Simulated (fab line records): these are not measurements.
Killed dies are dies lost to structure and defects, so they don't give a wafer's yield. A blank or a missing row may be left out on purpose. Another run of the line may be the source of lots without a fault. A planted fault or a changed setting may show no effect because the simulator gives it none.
What tool caused it? || flow berkeley cmos170 || Sampling: 14 lots, 42 wafers, 2 of 331 route steps

## WHAT EACH GAUGE READ, for each wafer
UCB170_PLDD_OVL_MEAS_07.
{"lot": "L457", "measured": "day 6 11:02", "on": "overlay-01", "PLDD_OVL (nm)": "0 0 -1"}
{"lot": "L459", "measured": "day 6 19:56", "on": "overlay-01", "PLDD_OVL (nm)": "3 6 2"}
{"lot": "L460", "measured": "day 7 04:22", "on": "overlay-01", "PLDD_OVL (nm)": "-4 -7 -10"}
{"lot": "L464", "measured": "day 7 13:25", "on": "overlay-01", "PLDD_OVL (nm)": "-3 -2 -6"}
{"lot": "L463", "measured": "day 7 13:42", "on": "overlay-02", "PLDD_OVL (nm)": "3 -1 -2"}
{"lot": "L465", "measured": "day 7 19:07", "on": "overlay-01", "PLDD_OVL (nm)": "-7 -1 2"}
{"lot": "L466", "measured": "day 8 06:12", "on": "overlay-01", "PLDD_OVL (nm)": "2 2 -4"}
{"lot": "L467", "measured": "day 8 09:24", "on": "overlay-02", "PLDD_OVL (nm)": "-6 1 -10"}
{"lot": "L468", "measured": "day 8 10:04", "on": "overlay-01", "PLDD_OVL (nm)": "-7 -2 -4"}
{"lot": "L469", "measured": "day 8 16:43", "on": "overlay-02", "PLDD_OVL (nm)": "8 16 3"}
{"lot": "L471", "measured": "day 9 10:57", "on": "overlay-02", "PLDD_OVL (nm)": "-3 -3 -3"}
{"lot": "L472", "measured": "day 9 11:11", "on": "overlay-01", "PLDD_OVL (nm)": "-3 -4 -9"}
{"lot": "L477", "measured": "day 10 12:56", "on": "overlay-01", "PLDD_OVL (nm)": "5 -2 2"}
{"lot": "L479", "measured": "day 10 20:41", "on": "overlay-01", "PLDD_OVL (nm)": "7 12 3"}

UCB170_PSD_TW_MEAS_10.
{"lot": "L457", "measured": "day 6 21:10", "on": "film metro-02", "PSD_TW": "2317 2326 2320"}
{"lot": "L459", "measured": "day 7 04:12", "on": "film metro-04", "PSD_TW": "2353 2351 2346"}
{"lot": "L460", "measured": "day 7 12:34", "on": "film metro-01", "PSD_TW": "2304 2312 2307"}
{"lot": "L464", "measured": "day 7 23:26", "on": "film metro-02", "PSD_TW": "2333 2336 2336"}
{"lot": "L463", "measured": "day 7 23:47", "on": "film metro-04", "PSD_TW": "2351 2361 2339"}
{"lot": "L465", "measured": "day 8 03:03", "on": "film metro-04", "PSD_TW": "2360 2351 2351"}
{"lot": "L466", "measured": "day 8 12:35", "on": "film metro-01", "PSD_TW": "2285 2291 2300"}
{"lot": "L467", "measured": "day 8 16:54", "on": "film metro-02", "PSD_TW": "2327 2324 2332"}
{"lot": "L468", "measured": "day 8 16:47", "on": "film metro-02", "PSD_TW": "2321 2313 2314"}
{"lot": "L469", "measured": "day 9 00:18", "on": "film metro-02", "PSD_TW": "2322 2324 2312"}
{"lot": "L471", "measured": "day 9 21:23", "on": "film metro-02", "PSD_TW": "2330 2339 2325"}
{"lot": "L472", "measured": "day 9 21:07", "on": "film metro-01", "PSD_TW": "2299 2295 2283"}
{"lot": "L477", "measured": "day 11 01:01", "on": "film metro-04", "PSD_TW": "2354 2370 2354"}
{"lot": "L479", "measured": "day 11 06:07", "on": "film metro-04", "PSD_TW": "2361 2374 2360"}

## WHICH TOOL RAN EACH LOT (tool, then ch and the chambers of the sampled wafers, then the start)
There is no process step in the record ahead of these readings.

## WHAT THE TOOLS THEMSELVES READ (means of the sampled wafers that have a number; where no wafer has one, the mark that the record gives instead)
The record holds no such reading with a usual standard deviation.

## THE ANSWER, worked out from the rows above alone
Rule: the usual values come from the lots themselves. Put in order of their means at a reading, lots are off if they are a third of the lots or fewer, leave a main group of 4 or more, and stand apart from it by a gap of 3 or more times the standard deviation of the main group's means; of several such gaps the widest counts. If all means in a main group match to the digits the tables above print for the reading, that group is not used. Also off: a lot with no number at a reading for which 4 or more lots have one. All remaining lots with rows at the step are treated as sound. Order of review: gauges by route order, followed by the tools' own readings, for which a lot's mean as printed above is used. The first step at which some lot is off is used, and at that step the reading that is off furthest; a lot without a number counts as furthest.
Across all readings shown, no lot is off: no conclusion can be drawn from this.

## WHAT THE SIMULATOR PUT IN
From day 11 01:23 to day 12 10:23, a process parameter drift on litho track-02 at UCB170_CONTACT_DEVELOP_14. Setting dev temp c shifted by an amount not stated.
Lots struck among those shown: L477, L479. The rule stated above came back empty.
